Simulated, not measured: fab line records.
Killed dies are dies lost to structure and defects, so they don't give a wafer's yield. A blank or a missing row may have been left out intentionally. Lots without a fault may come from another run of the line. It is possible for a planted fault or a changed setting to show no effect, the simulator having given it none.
Problem report, 8D (eight disciplines) form, completed by code ; flow berkeleyCmos170 ; the parts of the form that need people (team, actions taken, sign-off) are left out

== 1. WHAT IS WRONG ==
Wafers without a fault read 0.734 a.u., standard deviation 0.0045; oesProductAu at UCB170_PLDD_STRIP_10 reads a mean of 0.651 a.u. on 4 wafers belonging to 2 lots. Measured from the usual mean, that is -18 standard deviations.
The step: strips in O2.
First observed at day 9 05:31: wafer L158.2, on plasmaAsher-01. The record holds 42 wafers of 14 lots with a number at this step. The rule behind "out" and "out of limits": a value lying over 4 standard deviations away from the usual mean. The other wafers with a number count as sound.

== 2. WHAT THIS IS AND IS NOT ==
question;is;is not
which readings at this step;oesProductAu;drypumpMotorCurrentA, stripTimeToEndpointS
which lots;L157, L158;L142, L143, L144, L145, L147, L148, L149, L150, L154, L161, L163, L164
which wafers of those lots;L157.3, L157.6, L158.2, L158.5;L157.2, L158.1
read on which tools;plasmaAsher-01;plasmaAsher-02, plasmaAsher-04
when;from day 9 05:31;"up to then (28 sound wafers); but 10 sound wafers of L157, L161, L163, L164 came after"

== 3. THE SUSPECTS, EACH WITH WHAT RULES IT OUT ==
Counting: a tool at a process step up to the reading stays a suspect if it ran every lot that is out. Sound lots after the first of them don't rule it out here, since some wafers of a struck lot are sound.
- plasmaAsher-01 at UCB170_PLDD_STRIP_10 (strips in O2): kept. It ran every lot that is out, first L158 (day 9 05:31); its last sound lot up to then is L149 (day 8 00:48). Its own oesProductAu readings are out on those wafers.
- At UCB170_PLDD_STRIP_10 on plasmaAsher-01, chamber 1 took the sound wafers of the same lots and chamber 0 took the wafers that are out.
After counting, what remains is plasmaAsher-01 at UCB170_PLDD_STRIP_10.

== 4. THE CAUSE (what the simulator had put in) ==
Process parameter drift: plasmaAsher-01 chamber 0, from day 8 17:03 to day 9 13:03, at UCB170_PLDD_STRIP_10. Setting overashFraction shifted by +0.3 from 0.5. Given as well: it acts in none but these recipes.
After counting, this tool was the only one left.

== 5. THE CHAIN OF EFFECTS, in route order ==
Each row: a reading whose mean over the struck wafers that have a number lies more than 3 standard deviations from the usual. Only readings whose record carries a usual standard deviation are examined. hours: median over the lots of the time between each lot's start at the first step of this table that gives one and its start at this step. sigmas: the change, counted in usual standard deviations.
hours;step;reading;usual;on struck wafers;change;sigmas
0;UCB170_PLDD_STRIP_10;oesProductAu;0.734 a.u.;0.651;-0.083;-18
Its process steps:
- UCB170_PLDD_STRIP_10: strips in O2.

== 6. WHAT WOULD HAVE CAUGHT IT SOONER ==
The fault began at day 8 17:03; the first out-of-limits reading in this record came at day 9 05:31, 12 hours later.
